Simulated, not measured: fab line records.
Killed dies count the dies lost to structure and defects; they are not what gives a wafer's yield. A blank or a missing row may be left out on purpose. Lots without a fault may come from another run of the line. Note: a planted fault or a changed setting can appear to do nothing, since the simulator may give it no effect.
8D (eight disciplines) problem report, filled in by code | flow ritCmos | the parts of the form that need people (team, actions taken, sign-off) are left out

== 1. THE PROBLEM ==
beamEnergyKeV at RIT_NLDD_IMPLANT_08 reads a mean of 18.966 on 9 wafers of 3 lots; wafers without a fault read 20.000 with a standard deviation of 0.0057. So: -99 or more standard deviations from the usual mean.
Earliest sighting: wafer L828.1 on implanter-01 at day 6 00:28. At this step, 45 wafers from 15 lots have a number in the record. The rule behind "out" and "out of limits": a value lying over 4 standard deviations away from the usual mean. All remaining wafers that have a number are taken as sound.

== 2. WHAT IT IS AND WHAT IT IS NOT ==
question                    | is                     | is not
which readings at this step | beamEnergyKeV          | -
which lots                  | L828, L829, L831       | L813, L814, L815, L816, L817, L820, L822, L823, L824, L825, L832, L836
which wafers of those lots  | all that have a number | -
read on which tools         | implanter-01           | implanter-02, implanter-04
when                        | from day 6 00:28       | up to then (30 sound wafers); but 6 sound wafers of L832, L836 came after

== 3. WHAT RULES OUT EACH SUSPECT ==
Counting: a tool stays on the suspect list if, at a process step up to the reading, it processed all lots that are out and no sound lot following the first of them.
- implanter-01 at RIT_NLDD_IMPLANT_08: kept. It ran every lot that is out, first L828 (day 6 00:28), and no sound lot after that; its last sound lot up to then is L825 (day 5 11:33). Its own beamEnergyKeV readings are out on those wafers.
Remaining after the count: implanter-01 at RIT_NLDD_IMPLANT_08.

== 4. THE CAUSE (what the simulator had put in) ==
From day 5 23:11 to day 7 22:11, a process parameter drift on implanter-01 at RIT_NLDD_IMPLANT_08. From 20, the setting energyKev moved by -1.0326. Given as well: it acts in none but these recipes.
After counting, this tool was the only one left.

== 5. THE CHAIN OF EFFECTS, in route order ==
One row per reading whose mean, taken over the struck wafers that have a number, lies over 3 standard deviations from the usual. Scope: only readings with a usual standard deviation given in the record; hours: median across lots of the time from each lot's start at the first step in this table that gives one to its start at this step; sigmas: change in usual standard deviations.
hours | step                | reading       | usual  | on struck wafers | change | sigmas
0     | RIT_NLDD_IMPLANT_08 | beamEnergyKeV | 20.000 | 18.966           | -1.034 | -99 or more
Here are the process steps it includes:
- RIT_NLDD_IMPLANT_08
At these later measuring or inspecting steps, every struck wafer for which the step has a row has a number for every such reading, and none has moved that far: RIT_PLDD_OVL_MEAS_06, RIT_NSD_OVL_MEAS_06.

== 6. HOW IT WOULD HAVE BEEN CAUGHT EARLIER ==
In this record the first reading out of limits was taken at day 6 00:28, 1 hour after the fault began at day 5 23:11.
